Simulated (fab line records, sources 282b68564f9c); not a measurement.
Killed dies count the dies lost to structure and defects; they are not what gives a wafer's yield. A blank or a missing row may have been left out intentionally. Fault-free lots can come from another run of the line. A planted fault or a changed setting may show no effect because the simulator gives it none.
Split-lot experiment | flow rit-cmos | route with 202 steps; 5 lots, 23 wafers read

== THE SPLIT ITSELF ==
At RIT_PWELL_COAT_01 (resist thk 1300 nm), the setting resist-thk-nm was moved away from the recipe's 1300 nm on 9 of the 23 wafers read, by -4.5% to +4.5%. All remaining wafers had this setting at the recipe value.

== FROM THE SPLIT TO THE READING: what the file shows between them, 3 steps ==
- RIT_PWELL_SOFTBAKE_02: time 60 s
- RIT_PWELL_EXPOSE_03: exposes mask M3, target cd 43700 nm
- RIT_PWELL_DEVELOP_05: develop time 68 s

== THE READING ==
NOVOLAK_of_PWELL_COAT_01.thk-nm (the simulator's own value, which no gauge read), in nm, at RIT_PWELL_HARDBAKE_07 (time 120 s). The file does not state a usual value for it. Here, 14 wafers ran the recipe; their average is 1136 nm with a standard deviation of 4.1 nm.

wafer  | tool, chamber at the split | resist-thk-nm as run, nm | against the recipe | NOVOLAK_of_PWELL_COAT_01.thk-nm, nm | against lot-mates on the recipe
L075.1 | litho-track-03, 0          | 1300                     | recipe             | 1136                                | -
L075.2 | litho-track-03, 0          | 1300                     | recipe             | 1135                                | -
L075.3 | litho-track-03, 0          | 1300                     | recipe             | 1134                                | -
L077.1 | litho-track-01, 0          | 1300                     | recipe             | 1140                                | -
L077.3 | litho-track-01, 0          | 1331                     | +2.4%              | 1167                                | +29
L077.4 | litho-track-01, 0          | 1331                     | +2.4%              | 1170                                | +32
L077.5 | litho-track-01, 0          | 1300                     | recipe             | 1138                                | -
L077.6 | litho-track-01, 0          | 1300                     | recipe             | 1137                                | -
L078.2 | litho-track-03, 0          | 1300                     | recipe             | 1128                                | -
L078.3 | litho-track-03, 0          | 1300                     | recipe             | 1135                                | -
L078.4 | litho-track-03, 0          | 1355                     | +4.2%              | 1180                                | +49
L078.5 | litho-track-03, 0          | 1355                     | +4.2%              | 1182                                | +51
L078.6 | litho-track-03, 0          | 1300                     | recipe             | 1129                                | -
L080.1 | litho-track-01, 0          | 1300                     | recipe             | 1134                                | -
L080.2 | litho-track-01, 0          | 1300                     | recipe             | 1137                                | -
L080.3 | litho-track-01, 0          | 1359                     | +4.5%              | 1188                                | +52
L080.4 | litho-track-01, 0          | 1359                     | +4.5%              | 1190                                | +54
L080.6 | litho-track-01, 0          | 1359                     | +4.5%              | 1185                                | +50
L084.1 | litho-track-01, 0          | 1241                     | -4.5%              | 1092                                | -49
L084.3 | litho-track-01, 0          | 1241                     | -4.5%              | 1091                                | -50
L084.4 | litho-track-01, 0          | 1300                     | recipe             | 1140                                | -
L084.5 | litho-track-01, 0          | 1300                     | recipe             | 1141                                | -
L084.6 | litho-track-01, 0          | 1300                     | recipe             | 1143                                | -

FIT RESULTS
A straight line over all 23 wafers: NOVOLAK_of_PWELL_COAT_01.thk-nm changes by +10.8 nm for each +1% of resist-thk-nm; r = +0.99; the points scatter about the line by 4.2 nm.
The same after taking each lot's own level away (the mean of its wafers on the recipe; 23 wafers): +11.5 nm for each +1%; r = +1.00; scatter 2 nm.
According to that fit, moving resist-thk-nm by its largest amount changes the reading by 52 nm.
The span of the lots' own levels, 1130.7 to 1141.3 nm, comes to 2.6 times the standard deviation stated above.
So the lot-to-lot level changes the slope little: the two slopes agree.
Check: with one of the wafers moved furthest among these (+4.5%) left out of the fit, the line predicts +52.7 nm for it against its lot-mates. It came out at +52.5 nm against them.

== ADDITIONAL SPLITS CARRIED BY THESE WAFERS ==
Other splits were also applied to these wafers ahead of the reading. Each is held against what the fit with the lots' levels taken away leaves over:
other split on the same wafers    | wafers away from the commonest value | r with NOVOLAK_of_PWELL_COAT_01.thk-nm (lot level and that fit taken away)
RIT_ACTIVE_OXIDATION_01 ox-time-s | 18                                   | +0.04
RIT_ACTIVE_COAT_06 spin-rpm       | 4                                    | +0.04
RIT_ACTIVE_ETCH_13 pressure-mtorr | 15                                   | +0.10
RIT_FOX2_OXIDATION_00 ox-time-s   | 15                                   | -0.04
RIT_NWELL_SOFTBAKE_02 temp-c      | 11                                   | -0.05

== THE WHOLE CHAIN: every reading that the file lists as answering this split, in the file's order ==
step                  | what it does       | reading                                                                          | change (the file's fit)              | r (the file's)
RIT_PWELL_COAT_01     | resist thk 1300 nm | NOVOLAK_of_PWELL_COAT_01.thk-nm (the simulator's own value, which no gauge read) | +13.4 nm for each +1% of the setting | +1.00
RIT_PWELL_HARDBAKE_07 | time 120 s         | NOVOLAK_of_PWELL_COAT_01.thk-nm (the simulator's own value, which no gauge read) | +11.6 nm for each +1% of the setting | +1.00

== FILE'S OWN FIT ==
NOVOLAK_of_PWELL_COAT_01.thk-nm changes by +11.6 nm for each +1% of resist-thk-nm, r = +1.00.
